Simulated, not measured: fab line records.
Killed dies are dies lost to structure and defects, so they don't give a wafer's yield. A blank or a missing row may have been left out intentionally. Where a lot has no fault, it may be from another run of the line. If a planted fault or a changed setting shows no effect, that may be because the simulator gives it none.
Comparing a struck lot with a sound one    flow rit cmos    15 out of 202 route steps
Sound: wafers L832.1, L832.3, L832.4. Struck: wafer L843.1 (L843.3, L843.6, from the same lot, were not struck and are left out); the cause is given at the end.
Per side, at each step with rows, come the tool, then ch with its chambers, and then its first start. Under that, the readings that differ: sound wafers    struck wafers    difference of the means    sigmas: that difference in standard deviations of wafers without a fault.
alike: words and numbers the same on both sides, and readings whose means are apart by under 2 such deviations; not compared: readings that were withheld, readings missing a value for some wafer, numbers with overlapping values and no deviation given by the record, and bounds like >300 which may hide the same value.
Wherever a step has rows on one side only, a row that says differs or no value, or a row with sigmas, the two part there. Numbers that have no deviation but don't overlap get no sigmas and don't part them. A reading that every wafer of one side lacks parts them only if that side has two wafers or more.

RIT_M1_SPUTTER_00: material Al, target thk 400 nm, time 500 s.
  struck on pvd sputter-02, day 7 15:06; sound on pvd sputter-03, day 5 09:55
  alike: throttle valve pct
RIT_M1_RS_MEAS_01: a four-point-probe measurement.
  struck on film metro-03, day 7 15:24; sound on film metro-02, day 5 10:12
  alike: M1_AL_RS
RIT_M1_THK_MEAS_02: measures by xrf.
  struck on film metro-03, day 7 15:31; sound on film metro-02, day 5 10:19
  alike: M1_AL_THK
then, 6 steps without rows for these wafers: RIT_M1_HMDS_03 (prime time 60 s); RIT_M1_COAT_04 (resist thk 1300 nm); RIT_M1_SOFTBAKE_05 (time 60 s); RIT_M1_EXPOSE_06 (exposes mask M12, target cd 2600 nm); RIT_M1_PEB_07; RIT_M1_DEVELOP_08 (develop time 68 s).
RIT_M1_CD_MEAS_09: the cd target is 2600 nm.
  struck on cd sem-02, day 7 16:35; sound on cd sem-02, day 5 11:26
reading     sound                 struck  difference  sigmas
cd nm (nm)  2602.6 2601.4 2599.3  2594.6  -6.5        -3
RIT_M1_OVL_MEAS_10:
  struck on overlay-02, day 7 16:42; sound on overlay-02, day 5 11:33
  alike: M1_OVL
then, 1 step without rows for these wafers: RIT_M1_HARDBAKE_11 (time 120 s).
RIT_M1_METAL_ETCH_12: etches Al in Cl2/BCl3, stops on SiO2, time 165 s, target depth 600 nm.
  sound on rie metal-04 ch 0,1, day 5 11:50; struck on rie metal-04 ch 0, day 7 16:59
reading                                  sound              struck  difference  sigmas
model.NOVOLAK_of_M1_COAT_04.thk nm (nm)  805.5 802.4 807.6  791.9   -13.3       
  alike: drypump motor current A, oes product au, throttle valve pct
  not compared: rf hours counter h
then, 1 step without rows for these wafers: RIT_M1_STRIP_13 (strips in nmp, time 600 s).
RIT_M1_PROBE_99:
  the record has rows for the sound wafers here (prober-01, day 5 14:05) and none for the struck ones

== WHERE THEY PART ==
At RIT_M1_CD_MEAS_09 first; at RIT_M1_PROBE_99 last (within this record only).

WHY: whatever the simulator had introduced
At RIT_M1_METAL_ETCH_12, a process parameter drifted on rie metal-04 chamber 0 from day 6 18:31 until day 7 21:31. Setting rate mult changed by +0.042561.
